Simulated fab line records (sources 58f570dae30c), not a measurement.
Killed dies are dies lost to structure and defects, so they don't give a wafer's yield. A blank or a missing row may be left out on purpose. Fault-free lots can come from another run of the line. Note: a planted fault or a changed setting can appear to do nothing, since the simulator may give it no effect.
Which tool was responsible? | flow berkeleyCmos170 | 15 lots, 45 wafers sampled, at 5 steps of a route of 331

== WHAT THE GAUGES READ, wafer by wafer ==
UCB170_NVT_OVL_MEAS_06.
lot  | measured     | on         | NVT_OVL (nm)
L242 | day 6 14:05  | overlay-01 | 1 5 -2
L244 | day 7 00:13  | overlay-02 | 2 -7 -4
L245 | day 7 00:41  | overlay-02 | -2 -11 7
L246 | day 7 05:26  | overlay-02 | 0 6 7
L247 | day 7 05:55  | overlay-02 | 9 8 5
L248 | day 7 05:13  | overlay-02 | 13 8 10
L251 | day 8 15:43  | overlay-02 | 6 1 11
L252 | day 8 15:59  | overlay-01 | 4 -3 4
L253 | day 9 04:15  | overlay-02 | 11 9 4
L255 | day 9 04:16  | overlay-01 | 1 0 9
L256 | day 9 04:34  | overlay-02 | 12 7 15
L262 | day 11 06:38 | overlay-01 | 11 14 7
L263 | day 11 13:07 | overlay-02 | -5 -10 -7
L264 | day 11 12:52 | overlay-01 | -1 -8 -3
L265 | day 12 00:48 | overlay-01 | 7 13 10

UCB170_PLDD_CD_MEAS_06: the cd target is 1200 nm.
lot  | measured     | on       | cdNm (nm)
L242 | day 7 12:59  | cdSem-01 | 1202.3 1201.1 1200.2
L244 | day 8 00:49  | cdSem-01 | 1198.0 1198.7 1199.0
L245 | day 8 00:16  | cdSem-02 | 1198.4 1198.3 1197.7
L246 | day 8 00:22  | cdSem-01 | 1199.1 1199.6 1200.4
L247 | day 8 01:13  | cdSem-01 | 1201.4 1201.2 1203.0
L248 | day 8 00:52  | cdSem-02 | 1199.2 1200.4 1201.1
L251 | day 9 12:22  | cdSem-01 | 1200.5 1200.6 1201.4
L252 | day 9 12:05  | cdSem-01 | 1200.7 1198.5 1201.1
L253 | day 10 00:26 | cdSem-02 | 1198.5 1197.6 1196.8
L255 | day 10 00:42 | cdSem-02 | 1200.0 1200.0 1199.6
L256 | day 10 01:18 | cdSem-01 | 1201.1 1202.5 1201.1
L262 | day 12 06:55 | cdSem-01 | 1202.7 1200.8 1200.6
L263 | day 12 17:25 | cdSem-01 | 1199.0 1199.6 1197.8
L264 | day 12 13:57 | cdSem-02 | 1198.0 1199.0 1199.7
L265 | day 12 22:35 | cdSem-02 | 1198.5 1198.9 1199.3

UCB170_V1_BOW_MEAS_03.
lot  | measured     | on           | V1_BOW (um)
L242 | day 8 16:41  | filmMetro-03 | 26 16 26
L244 | day 9 06:07  | filmMetro-01 | 24 27 22
L245 | day 9 02:41  | filmMetro-02 | 20 19 21
L246 | day 9 04:47  | filmMetro-03 | 32 17 25
L247 | day 9 06:28  | filmMetro-01 | 19 17 18
L248 | day 9 06:26  | filmMetro-02 | 14 27 16
L251 | day 10 16:10 | filmMetro-02 | 18 10 20
L252 | day 10 16:31 | filmMetro-01 | 21 3 26
L253 | day 11 01:14 | filmMetro-03 | 16 8 34
L255 | day 11 02:33 | filmMetro-01 | 11 6 25
L256 | day 11 05:32 | filmMetro-03 | 12 18 1
L262 | day 13 10:48 | filmMetro-01 | 45 45 34 - - -
L263 | day 13 14:29 | filmMetro-02 | 31 33 42 - - -
L264 | day 13 12:25 | filmMetro-03 | 34 41 36 - - -
L265 | day 14 00:16 | filmMetro-02 | 20 22 21

== EACH LOT AND THE TOOL THAT RAN IT (in order: tool; ch and the chambers of the sampled wafers; start) ==
lot  | UCB170_ZERO_STRIP_07               | UCB170_V1_CMP_02
L242 | plasmaAsher-04 ch 0,1, day 1 20:34 | cmp-02 ch 0,1,3, day 8 16:24
L244 | plasmaAsher-03 ch 0,1, day 2 09:41 | cmp-02 ch 1,2,3, day 9 05:49
L245 | plasmaAsher-04 ch 0,1, day 2 09:57 | cmp-02 ch 0,1,3, day 9 02:23
L246 | plasmaAsher-03 ch 0,1, day 2 21:46 | cmp-01 ch 0,2,3, day 9 04:32
L247 | plasmaAsher-04 ch 0,1, day 2 21:53 | cmp-02 ch 1,2,3, day 9 06:10
L248 | plasmaAsher-02 ch 0, day 3 05:58   | cmp-01 ch 0,1,2, day 9 06:07
L251 | plasmaAsher-02 ch 0,1, day 3 18:29 | cmp-02 ch 0,1,3, day 10 15:50
L252 | plasmaAsher-02 ch 0,1, day 3 23:15 | cmp-02 ch 2,3, day 10 16:08
L253 | plasmaAsher-04 ch 0,1, day 4 07:56 | cmp-02 ch 0,3, day 11 00:55
L255 | plasmaAsher-04 ch 0,1, day 4 10:19 | cmp-01 ch 0,3, day 11 02:15
L256 | plasmaAsher-03 ch 0,1, day 4 14:51 | cmp-01 ch 1,2,3, day 11 05:19
L262 | plasmaAsher-03 ch 0, day 6 02:10   | cmp-01 ch 0,3, day 13 10:30
L263 | plasmaAsher-03 ch 0,1, day 6 08:56 | cmp-01 ch 2,3, day 13 14:10
L264 | plasmaAsher-03 ch 0,1, day 6 15:19 | cmp-02 ch 1,2,3, day 13 12:13
L265 | plasmaAsher-03 ch 0,1, day 6 22:34 | cmp-01 ch 1,2,3, day 14 00:01
- UCB170_ZERO_STRIP_07: strips in O2.
- UCB170_V1_CMP_02: polishes SiO2.

== AS READ BY THE TOOLS THEMSELVES (means over the sampled wafers that have a number; for cases with no such wafer, the mark the record gives instead) ==
UCB170_ZERO_STRIP_07.
lot  | tool           | drypumpMotorCurrentA (A) | oesProductAu (a.u.) | stripTimeToEndpointS (s)
L242 | plasmaAsher-04 | 5.1                      | 0.732               | 21.54
L244 | plasmaAsher-03 | 5.7                      | 0.726               | 21.41
L245 | plasmaAsher-04 | 5.2                      | 0.724               | 21.60
L246 | plasmaAsher-03 | 5.7                      | 0.725               | 21.41
L247 | plasmaAsher-04 | 5.1                      | 0.729               | 21.51
L248 | plasmaAsher-02 | 6.1                      | 0.727               | 21.54
L251 | plasmaAsher-02 | 5.8                      | 0.730               | 21.40
L252 | plasmaAsher-02 | 5.5                      | 0.729               | 21.53
L253 | plasmaAsher-04 | 5.2                      | 0.727               | 21.37
L255 | plasmaAsher-04 | 5.1                      | 0.728               | 21.43
L256 | plasmaAsher-03 | 5.7                      | 0.727               | 21.44
L262 | plasmaAsher-03 | 5.8                      | 0.734               | 21.51
L263 | plasmaAsher-03 | 5.7                      | 0.723               | 21.49
L264 | plasmaAsher-03 | 5.7                      | 0.726               | 21.48
L265 | plasmaAsher-03 | 5.7                      | 0.724               | 21.44

UCB170_V1_CMP_02.
lot  | tool   | edgeZonePressureFrac | headPressurePsi (psi) | motorCurrentA (A) | slurryFlowMlMin
L242 | cmp-02 | 0.996                | 6.000                 | 15.9              | 149.9
L244 | cmp-02 | 1.005                | 5.995                 | 17.1              | 149.8
L245 | cmp-02 | 1.005                | 5.987                 | 16.0              | 150.2
L246 | cmp-01 | 1.004                | 6.000                 | 18.1              | 150.0
L247 | cmp-02 | 1.005                | 5.994                 | 16.9              | 150.6
L248 | cmp-01 | 1.002                | 6.002                 | 17.8              | 149.7
L251 | cmp-02 | 1.001                | 6.012                 | 16.7              | 149.7
L252 | cmp-02 | 0.998                | 6.002                 | 17.3              | 149.6
L253 | cmp-02 | 1.000                | 5.998                 | 15.2              | 150.3
L255 | cmp-01 | 1.003                | 5.995                 | 18.7              | 149.7
L256 | cmp-01 | 1.000                | 6.002                 | 17.8              | 150.0
L262 | cmp-01 | -                    | -                     | -                 | -
L263 | cmp-01 | -                    | -                     | -                 | -
L264 | cmp-02 | -                    | -                     | -                 | -
L265 | cmp-01 | 0.999                | 6.013                 | 17.7              | 150.2

== THE ANSWER, worked out from the rows above alone ==
Rule: what is usual is taken from the lots themselves. Put in order of their means at a reading, lots are off if they are a third of the lots or fewer, leave a main group of 4 or more, and stand apart from it by a gap of 3 or more times the standard deviation of the main group's means; of several such gaps the widest counts. Not used: any main group whose means are identical at the precision the tables above print for the reading. Also off: a lot with no number at a reading for which 4 or more lots have one. Where the step has rows for the other lots, those lots are counted as sound. Order of review: gauges by route order, followed by the tools' own readings, for which a lot's mean as printed above is used. At the first step where some lot is off, the reading lying furthest off is the one used; lots without a number count as furthest.
Off, at UCB170_V1_CMP_02 on edgeZonePressureFrac: L262, L263, L264. Without a number there: L262, L263, L264. Main group: mean 1.002, sd 0.0029.
If a tool, at that step or one of the process steps before it, ran each lot that is off and ran no sound lot following the first of them, it fits. No candidate that was tried fits.

== WHAT THE SIMULATOR HAD INSERTED ==
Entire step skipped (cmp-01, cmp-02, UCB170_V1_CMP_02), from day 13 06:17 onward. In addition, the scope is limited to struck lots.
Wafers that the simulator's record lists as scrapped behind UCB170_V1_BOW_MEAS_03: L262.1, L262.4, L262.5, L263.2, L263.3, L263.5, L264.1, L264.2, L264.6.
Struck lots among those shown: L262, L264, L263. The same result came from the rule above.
